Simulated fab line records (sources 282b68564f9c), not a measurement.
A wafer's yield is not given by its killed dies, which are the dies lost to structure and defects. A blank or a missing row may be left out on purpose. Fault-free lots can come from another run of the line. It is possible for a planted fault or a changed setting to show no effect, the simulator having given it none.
fab line records    flow rit_cmos
record: lots: 4  wafers: 12  last_day: 7
route steps=202 shown SDANNEAL@156 SILICIDE@161 CONTACT@168 M1@184
lots that met no fault: taken from a fault-free run of the same line
start_h: hours from the record's first day to the start of the lot's first wafer shown    wait_h: hours from the lot's prior step to this one    " unchanged from the row above    L1.1+2: a row that stands for several wafers    - either no value or no given start    * or withheld: withheld    < > ~ a bound
route shown NAME@n: NAME is a module with steps in the file, n the number in the route of the first one    usual: mean/standard deviation taken from wafers without a fault    same: alike in all rows    chamber/n: place in a boat    sites: readings site by site    _std_site: how widely they spread, as a standard deviation    _edge_site: inner sites' mean taken away from outer sites' mean    radius_mm: how far each site lies from the wafer's centre    mask NAME#n: copy n    behind: the most recent tool/chamber to have shaped the wafer    hold: why the lot went on hold/how many hours it stayed there/how the hold came to an end    device: the transistor (n, p or np) that didn't switch    end of line: at the end of the route, the tests of the same wafers    step lacking rows: just its recipe    killed: not the wafer's yield, but the dies lost to structure and defects at the first sort    map: a wafer's dies, x killed, . not, _ none there
set.NAME: setting as actually run; set.NAME@STEP: the setting as run at that earlier step    model.NAME: the simulator's own value behind a step, which no gauge read
lots at some steps of the route; a table a step, a row a wafer
services: from which hour (start_h, from the record's first day; less than 0 if before it) a tool's chamber was out of use, for how many hours, and why
== steps ==
step: RIT_SDANNEAL_RTA_03
recipe: temp_c: 1050  time_s: 5  idle_temp_c: 600  ramp_up_c_per_s: 342  ramp_down_c_per_s: 171  cool_to_c: 600  ambient: N2
step: RIT_SILICIDE_WET_ETCH_00
recipe: chemistry: BOE  target: SiO2  target_depth_nm: 14  time_s: 15  dry: n2_spin  dilution: 10:1  temp_c: 21.5
step: RIT_SILICIDE_SPUTTER_01
recipe: material: Ti  target_thk_nm: 30  power_w: 350  chamber_pressure_pa: 0.667  gas: Ar  time_s: 229.5  substrate_temp_c: 25
step: RIT_SILICIDE_RTA_04
recipe: temp_c: 650  time_s: 10  idle_temp_c: 25  ramp_up_s: 5  ramp_down_s: 5  cool_to_c: 25  ambient: N2
step: RIT_SILICIDE_WET_ETCH_05
recipe: chemistry: SPM  target: Ti  temp_c: 90  time_s: 120  dry: n2_spin
step: RIT_SILICIDE_RTA_06
recipe: temp_c: 750  time_s: 10  idle_temp_c: 25  ramp_up_s: 5  ramp_down_s: 10  cool_to_c: 25  ambient: N2
step: RIT_CONTACT_CVD_00
recipe: material: SiO2  target_thk_nm: 400  precursor: TEOS  temp_c: 390  time_s: 61  rf_w: 400
usual: heater_power_w: 328/53
lot.wafer  tool      chamber  start_h  wait_h  heater_power_w  model.SiO2_of_CONTACT_CVD_00.thk_nm
L653.2     pecvd-03  2        72.53    0.0     413             394.3
L653.3     "         1        "        "       270             391
L653.6     "         2        "        "       430             399.1
L662.1     pecvd-03  1        115.05   0.1     252             314.1
L662.3     "         2        "        "       371             318.8
L662.6     "         0        "        "       266             317.5
L666.1     pecvd-03  0        135.83   0.1     300             312.3
L666.4     "         0        "        "       310             320.1
L666.5     "         2        "        "       353             320.7
L671.2     pecvd-04  0        162.55   0.1     354             402
L671.3     "         2        "        "       242             401.2
L671.6     "         0        "        "       369             409.8
step: RIT_CONTACT_THK_MEAS_01
recipe: reads: SiO2_of_CONTACT_CVD_00
usual: CONTACT_TEOS_THK: 400/4.9
lot.wafer  tool           chamber  start_h  wait_h  CONTACT_TEOS_THK[nm]
L653.2     film_metro-02  -        72.59    0.0     394
L653.3     "              -        "        "       391
L653.6     "              -        "        "       399
L662.1     film_metro-01  -        115.10   0.0     314
L662.3     "              -        "        "       319
L662.6     "              -        "        "       317
L666.1     film_metro-03  -        135.88   0.0     312
L666.4     "              -        "        "       320
L666.5     "              -        "        "       321
L671.2     film_metro-03  -        162.61   0.0     402
L671.3     "              -        "        "       401
L671.6     "              -        "        "       410
step: RIT_CONTACT_HMDS_02
recipe: prime_time_s: 60  prime_temp_c: 140
step: RIT_CONTACT_COAT_03
recipe: resist: NOVOLAK  spin_rpm: 3250  resist_thk_nm: 1000
step: RIT_CONTACT_SOFTBAKE_04
recipe: resist: NOVOLAK  temp_c: 90  time_s: 60
step: RIT_CONTACT_EXPOSE_05
recipe: mask_id: M11  na: 0.6  source_shape: conventional  sigma_outer: 0.5  target_cd_nm: 1000  dose_mj: 250
step: RIT_CONTACT_PEB_06
recipe: resist: NOVOLAK  temp_c: withheld  time_s: withheld
step: RIT_CONTACT_DEVELOP_07
recipe: resist: NOVOLAK  develop_time_s: 120  dev_temp_c: 23
step: RIT_CONTACT_HARDBAKE_10
recipe: resist: NOVOLAK  temp_c: 140  time_s: 60
step: RIT_CONTACT_ETCH_11
recipe: target_depth_a: 4800  over_etch_frac: 0.2  stop_on: TiSi2  chemistry: CHF3/CF4/Ar  target: SiO2  CHF3_flow_sccm: 50  cf4_flow_sccm: 10  Ar_flow_sccm: 100  O2_flow_sccm: 5  pressure_mtorr: 100  rf_w: 200  time_s: 320
usual: cf4_flow_sccm: 10.001/0.029  drypump_motor_current_A: 5.8/0.44  oes_product_au: 0.987/0.016  throttle_valve_pct: 8.92/0.12
same: time_s: 320
lot.wafer  tool         chamber  start_h  wait_h  cf4_flow_sccm  drypump_motor_current_A  oes_product_au  rf_hours_counter_h  throttle_valve_pct  model.etch.depth_nm  model.CONTACT.feature_depth_nm
L653.2     rie_diel-04  0        74.04    0.1     10.069         6.2                      0.974           6                   8.90                394.3                394.3
L653.3     "            2        "        "       10.001         6.2                      0.962           8                   9.08                391                  391
L653.6     "            0        "        "       10.036         6.2                      0.973           -                   8.90                399.1                399.1
L662.1     rie_diel-02  3        116.44   0.1     10.022         6.0                      0.987           120                 9.05                314.1                314.1
L662.3     "            1        "        "       9.987          5.0                      0.988           151                 8.80                318.8                318.8
L662.6     "            1        "        "       9.975          5.0                      0.989           -                   8.79                317.5                317.5
L666.1     rie_diel-01  1        137.37   0.1     9.972          6.6                      0.981           7                   8.67                312.3                312.3
L666.4     "            3        "        "       9.993          5.6                      0.982           -                   9.06                320.1                320.1
L666.5     "            0        "        "       10.015         5.5                      0.982           -                   8.89                320.7                320.7
L671.2     rie_diel-01  2        164.05   0.1     10.013         5.7                      1.006           57                  9.00                402                  402
L671.3     "            0        "        "       10.014         5.5                      0.990           8                   8.88                401.2                401.2
L671.6     "            0        "        "       9.982          5.5                      0.985           -                   8.87                409.8                409.8
step: RIT_CONTACT_STRIP_12
recipe: chemistry: O2  time_s: 180  resist: NOVOLAK  platen_temp_c: withheld  power_w: 500  pressure_mtorr: 4000  o2_flow_sccm: 4000
step: RIT_CONTACT_CLEAN_13
recipe: chemistry: SC1  mix: 3:3:50  time_s: 600  temp_c: 74.14
step: RIT_CONTACT_CLEAN_14
recipe: chemistry: SC2  mix: 3:3:50  time_s: 600  temp_c: 75  dry: n2_spin
step: RIT_M1_SPUTTER_00
recipe: material: Al  target_thk_nm: 400  power_w: 2000  chamber_pressure_pa: 0.4  gas: Ar  time_s: 500  substrate_temp_c: 25
step: RIT_M1_HMDS_03
recipe: prime_time_s: 60  prime_temp_c: 140
step: RIT_M1_COAT_04
recipe: resist: NOVOLAK  spin_rpm: 2000  resist_thk_nm: 1300
step: RIT_M1_SOFTBAKE_05
recipe: resist: NOVOLAK  temp_c: 90  time_s: 60
step: RIT_M1_EXPOSE_06
recipe: mask_id: M12  na: 0.6  source_shape: conventional  sigma_outer: 0.5  target_cd_nm: 2600  dose_mj: 250
step: RIT_M1_PEB_07
recipe: resist: NOVOLAK  temp_c: withheld  time_s: withheld
step: RIT_M1_DEVELOP_08
recipe: resist: NOVOLAK  develop_time_s: 68  dev_temp_c: 23
step: RIT_M1_HARDBAKE_11
recipe: resist: NOVOLAK  temp_c: 140  time_s: 120
step: RIT_M1_METAL_ETCH_12
recipe: stop_on: SiO2  chemistry: Cl2/BCl3  target: Al  time_s: 165  over_etch_frac: 0.5  pressure_mtorr: 100  target_depth_a: 6000  rf_w: 253  Cl2_flow_sccm: 60  bcl3_flow_sccm: 50
usual: drypump_motor_current_A: 5.66/0.27  he_backside_leak_sccm: 3.41/0.27  oes_product_au: 0.776/0.013  throttle_valve_pct: 8.30/0.14
same: time_s: 165
lot.wafer  tool          chamber  start_h  wait_h  drypump_motor_current_A  he_backside_leak_sccm  oes_product_au  rf_hours_counter_h  throttle_valve_pct  model.SiO2_of_CONTACT_CVD_00.thk_nm
L653.2     rie_metal-01  1        76.71    0.2     5.16                     3.21                   0.761           4.5                 8.38                357.8
L653.3     "             1        "        "       5.16                     3.45                   0.760           -                   8.39                354.4
L653.6     "             0        "        "       5.87                     3.68                   0.794           -                   8.13                362.6
L662.1     rie_metal-01  1        119.19   0.2     5.15                     3.22                   0.749           5.0                 8.38                277.3
L662.3     "             0        "        "       5.83                     3.81                   0.789           -                   8.13                282
L662.6     "             1        "        "       5.14                     3.30                   0.752           -                   8.39                280.8
L666.1     rie_metal-02  1        139.97   0.2     5.84                     3.30                   0.782           1.5                 8.57                276.7
L666.4     "             0        "        "       5.73                     3.58                   0.793           -                   8.24                283
L666.5     "             1        "        "       5.85                     3.37                   0.785           -                   8.56                285
L671.2     rie_metal-01  0        166.66   0.2     5.88                     3.86                   0.792           5.6                 8.13                365.3
L671.3     "             1        "        "       5.12                     3.42                   0.754           -                   8.38                364.5
L671.6     "             0        "        "       5.87                     3.79                   0.787           -                   8.11                373.1
step: RIT_M1_STRIP_13
recipe: chemistry: nmp  resist: NOVOLAK  temp_c: 80  time_s: 600  dry: n2_spin
step: RIT_M1_PROBE_99
usual: killed_at_contacts: 0.1/0.24  killed_at_front_end: 7/3  killed_dies: 7/3  killed_open: 3.2/1.8  killed_short: 3.5/2.1
same: gross_dies: 264  killed_at_M0_to_M3: 0  killed_at_M4_up: 0  killed_at_back_side: 0  killed_at_other: 0
lot.wafer  tool       chamber  start_h  wait_h  killed_at_contacts  killed_at_front_end  killed_dies  killed_open  killed_short  model.etest.field_p_metal.vt_v  model.etest.nmos_0p15.junction_log10_a_um  model.etest.nmos_narrow.off_log10_a_um  model.etest.contact_diode_array.leak_log10_a  model.etest.pmos_0p15.junction_log10_a_um  model.etest.gate_end_array.leak_log10_a_um  model.etest.nmos_0p3.off_log10_a_um  model.etest.antenna_contact.vt_shift_v
L653.2     prober-01  -        79.01    0.1     0                   6                    6            3            3             -29.32                          -13.68                                     -13.13                                  -9.459                                        -13.71                                     -12.56                                      -12.81                               -0.01254
L653.3     prober-01  -        79.06    0.2     0                   8                    8            2            6             -29.07                          -13.63                                     -13.22                                  -9.315                                        -13.84                                     -12.52                                      -12.77                               -0.009522
L653.6     prober-01  -        79.21    0.2     0                   5                    5            5            0             -29.29                          -13.61                                     -13.01                                  -9.544                                        -13.72                                     -12.78                                      -12.91                               -0.0126
L662.1     prober-01  -        121.46   0.1     0                   6                    6            1            5             -24.73                          -12.78                                     -12.72                                  -9.132                                        -13.5                                      -12.33                                      -12.51                               -0.02255
L662.3     prober-01  -        121.56   0.2     0                   4                    4            2            2             -24.86                          -12.82                                     -12.57                                  -9.377                                        -13.57                                     -12.4                                       -12.48                               -0.02022
L662.6     prober-01  -        121.71   0.2     0                   11                   11           5            6             -24.94                          -12.82                                     -12.64                                  -9.079                                        -13.61                                     -12.51                                      -12.55                               -0.02179
L666.1     prober-01  -        142.23   0.1     0                   9                    9            3            6             -25.29                          -12.75                                     -12.65                                  -9.183                                        -13.47                                     -12.4                                       -12.5                                -0.02038
L666.4     prober-01  -        142.38   0.2     1                   7                    8            5            3             -25.89                          -12.88                                     -12.73                                  -9.351                                        -13.58                                     -12.43                                      -12.59                               -0.02187
L666.5     prober-01  -        142.43   0.2     0                   7                    7            3            4             -25.86                          -12.93                                     -12.66                                  -9.234                                        -13.62                                     -12.45                                      -12.6                                -0.01627
L671.2     prober-02  -        169.04   0.1     0                   3                    3            1            2             -29.77                          -13.49                                     -13.2                                   -9.383                                        -13.9                                      -12.78                                      -12.92                               -0.01191
L671.3     prober-02  -        169.09   0.2     0                   6                    6            3            3             -29.86                          -13.6                                      -13.15                                  -9.4                                          -13.91                                     -12.87                                      -13.07                               -0.0104
L671.6     prober-02  -        169.24   0.2     0                   5                    5            3            2             -30.59                          -13.75                                     -13.15                                  -9.274                                        -13.85                                     -12.84                                      -13.07                               -0.005673
killed by level:class
L653.2 SILICIDE:geometric_particle:short=2 FOX2:geometric_particle:open=1 GATE:geometric_particle:open=1 REOX:geometric_particle:short=1 SILICIDE:geometric_particle:open=1
L653.3 GATE:geometric_particle:short=3 SPACER:geometric_particle:short=2 FOX2:geometric_particle:open=1 FOX2:geometric_particle:short=1 SPACER:geometric_particle:open=1
L653.6 GATE:geometric_particle:open=3 FOX2:geometric_particle:open=1 REOX:geometric_particle:open=1
L662.1 GATE:geometric_particle:short=2 FOX1:geometric_particle:open=1 REOX:geometric_particle:short=1 SPACER:geometric_particle:short=1 SILICIDE:geometric_particle:short=1
L662.3 GATE:geometric_particle:open=1 GATE:geometric_particle:short=1 SPACER:geometric_particle:short=1 SPACER:geometric_particle:open=1
L662.6 FOX1:geometric_particle:short=2 FOX1:geometric_particle:open=2 GATE:geometric_particle:short=2 REOX:geometric_particle:open=2 GATE:geometric_particle:open=1 REOX:geometric_particle:short=1 SILICIDE:geometric_particle:short=1
L666.1 REOX:geometric_particle:short=3 GATE:geometric_particle:open=2 GATE:geometric_particle:short=2 REOX:geometric_particle:open=1 SPACER:geometric_particle:short=1
L666.4 GATE:geometric_particle:open=2 SILICIDE:geometric_particle:short=2 FOX1:geometric_particle:open=1 GATE:geometric_particle:short=1 REOX:geometric_particle:open=1 CONTACT:geometric_particle:open=1
L666.5 REOX:geometric_particle:short=2 FOX1:geometric_particle:short=1 FOX1:geometric_particle:open=1 REOX:geometric_particle:open=1 SPACER:geometric_particle:short=1 SILICIDE:geometric_particle:open=1
L671.2 GATE:geometric_particle:open=1 SPACER:geometric_particle:short=1 SILICIDE:geometric_particle:short=1
L671.3 REOX:geometric_particle:open=2 SPACER:geometric_particle:short=2 FOX2:geometric_particle:open=1 SILICIDE:geometric_particle:short=1
L671.6 SPACER:geometric_particle:open=2 FOX1:geometric_particle:short=1 FOX2:geometric_particle:open=1 SILICIDE:geometric_particle:short=1
== services ==
tool          chamber  start_h  hours  kind
pecvd-03      -        49.33    0.9    repair
rie_diel-02   1        58.30    5.1    repair
rie_metal-02  -        64.48    0.8    repair
rie_metal-02  1        69.28    1.9    repair
pecvd-03      -        69.44    0.7    repair
pecvd-03      1        88.59    2.3    repair
rie_diel-02   1        90.58    3.9    repair
rie_diel-02   2        104.33   14.5   repair
rie_diel-01   -        107.19   14.6   pm
rie_metal-01  -        113.37   4.3    pm
rie_diel-04   -        116.13   2.8    pm
rie_diel-01   -        122.60   1.5    repair
rie_diel-02   0        128.17   2.4    repair
pecvd-03      -        128.51   5.5    pm
rie_diel-01   2        135.59   19.8   repair
rie_diel-02   1        143.58   -      clean
rie_diel-02   1        143.58   21.6   scheduled_down
rie_diel-02   1        143.58   21.6   vent_cycle
rie_diel-02   2        143.72   1.5    repair
== key ==
first_sign: step: RIT_CONTACT_THK_MEAS_01  reading: CONTACT_TEOS_THK  direction: down  sigmas: 17  usual: 400  struck: 317
effect none on later readings
model_effect: step: RIT_CONTACT_CVD_00  value: SiO2_of_CONTACT_CVD_00.thk_nm  without: 397.3  struck: 317.3
model_effect: step: RIT_CONTACT_ETCH_11  value: etch.depth_nm  without: 397.3  struck: 317.3
model_effect: step: RIT_M1_METAL_ETCH_12  value: SiO2_of_CONTACT_CVD_00.thk_nm  without: 360.8  struck: 280.8
model_effect: step: RIT_M1_PROBE_99  value: etest.field_p_metal.vt_v  without: -29.24  struck: -25.26
met_at RIT_CONTACT_CVD_00
struck_wafers L662.1,L662.3,L662.6,L666.1,L666.4,L666.5
tester_left_out L662,L666
onset_between 72.53 115.05
fault: kind: process_parameter_drift  tool: pecvd-03  chamber: -  onset_h: 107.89  steps: RIT_CONTACT_CVD_00  channel: target_thk_nm  offset: -80  shape: step  end_h: 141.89  stated: 400
tester_left_out: of these lots the tester's yield and bins aren't shown, on N5 and GAA mostly nor the transistor test; their killed dies are dies lost to structure and defects alone, not to doping, threshold or leakage, so they don't give the yield
